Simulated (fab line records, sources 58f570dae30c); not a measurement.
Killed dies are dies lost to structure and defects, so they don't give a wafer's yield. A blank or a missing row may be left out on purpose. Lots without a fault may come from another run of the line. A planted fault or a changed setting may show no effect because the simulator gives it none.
One fault seen from 2 desks | flow berkeley_cmos170 | each desk has only its own numbers; what lay behind them comes last

THE TOOL OWNER'S DESK: implanter-02
The tool's own readings at UCB170_PFIELD_IMPLANT_07: means of the sampled wafers that have a number, for each lot that ran on this tool. A lot is out of limits, marked OUT, if its mean lies more than 4 standard deviations from the usual mean; the brackets give that distance.
Columns: A = dose_ions_cm2 at UCB170_PFIELD_IMPLANT_07, usual 2.0002e+13; B = faraday_current_uA at UCB170_PFIELD_IMPLANT_07, usual 63.7
lot  | first seen here | A                            | B
L253 | day 5 08:42     | 1.9994e+13                   | 64.8
L256 | day 5 15:34     | 1.9962e+13                   | 64.2
L257 | day 6 14:13     | 2.0003e+13                   | 65.4
L261 | day 6 22:12     | 3.1991e+13 (+99 or more) OUT | 100.1 (+28) OUT
L265 | day 7 11:28     | 3.2015e+13 (+99 or more) OUT | 98.9 (+27) OUT
This desk's finding: out of limits on L261, L265; first on L261, day 6 22:12 (dose_ions_cm2 at UCB170_PFIELD_IMPLANT_07). In limits: L253, L256, L257.

THE METROLOGY DESK
What the gauges read, lot by lot, whatever tool the lot ran on: means of the sampled wafers that have a number. A lot is out of limits, marked OUT, if its mean lies more than 4 standard deviations from the usual mean; the brackets give that distance.
Columns: A = NWELL_OVL at UCB170_NWELL_OVL_MEAS_12, usual -3 nm; B = PWELL_OXIDE_THK at UCB170_PWELL_THK_MEAS_03, usual 26.4 nm; C = PFIELD_TW at UCB170_PFIELD_TW_MEAS_09, usual 600
lot  | first seen here | A  | B    | C
L251 | day 2 11:24     | -1 | 27.1 | 605
L254 | day 3 00:33     | -2 | 26.5 | 610
L253 | day 3 00:42     | 6  | 26.0 | 598
L252 | day 3 00:43     | -4 | 27.0 | 597
L256 | day 3 15:38     | -1 | 26.0 | 601
L257 | day 3 23:57     | 12 | 26.4 | 611
L259 | day 4 07:40     | 7  | 26.3 | 592
L261 | day 4 15:51     | -6 | 26.1 | 690 (+13) OUT
L265 | day 5 07:11     | -9 | 26.7 | 688 (+13) OUT
L267 | day 5 15:04     | 0  | 26.0 | 608
L269 | day 6 04:01     | 6  | 26.3 | 592
L270 | day 6 13:09     | 5  | 26.4 | 610
L274 | day 7 02:42     | -6 | 26.4 | 602
L273 | day 7 02:44     | -7 | 26.5 | 592
This desk's finding: out of limits on L261, L265; first on L261, day 6 22:27 (PFIELD_TW at UCB170_PFIELD_TW_MEAS_09). In limits: L251, L254, L253, L252, L256, L257, L259, L267, L269, L270, L274, L273.

PUT TOGETHER
The tool owner's desk could have raised an alarm at day 6 22:12, on L261, L265.
The metrology desk could have raised an alarm at day 6 22:27, on L261, L265.
Of the lots named, all ran UCB170_PFIELD_IMPLANT_07 on implanter-02.

WHAT THE SIMULATOR HAD PUT IN
Process parameter drift: implanter-02, from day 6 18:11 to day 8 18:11, at UCB170_PFIELD_IMPLANT_07. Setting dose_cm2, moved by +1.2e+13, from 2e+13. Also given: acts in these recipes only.
Lots struck among those shown: L261, L265.
Hours from the fault's start to each desk's first reading out of limits: the tool owner's desk, 4; the metrology desk, 4.
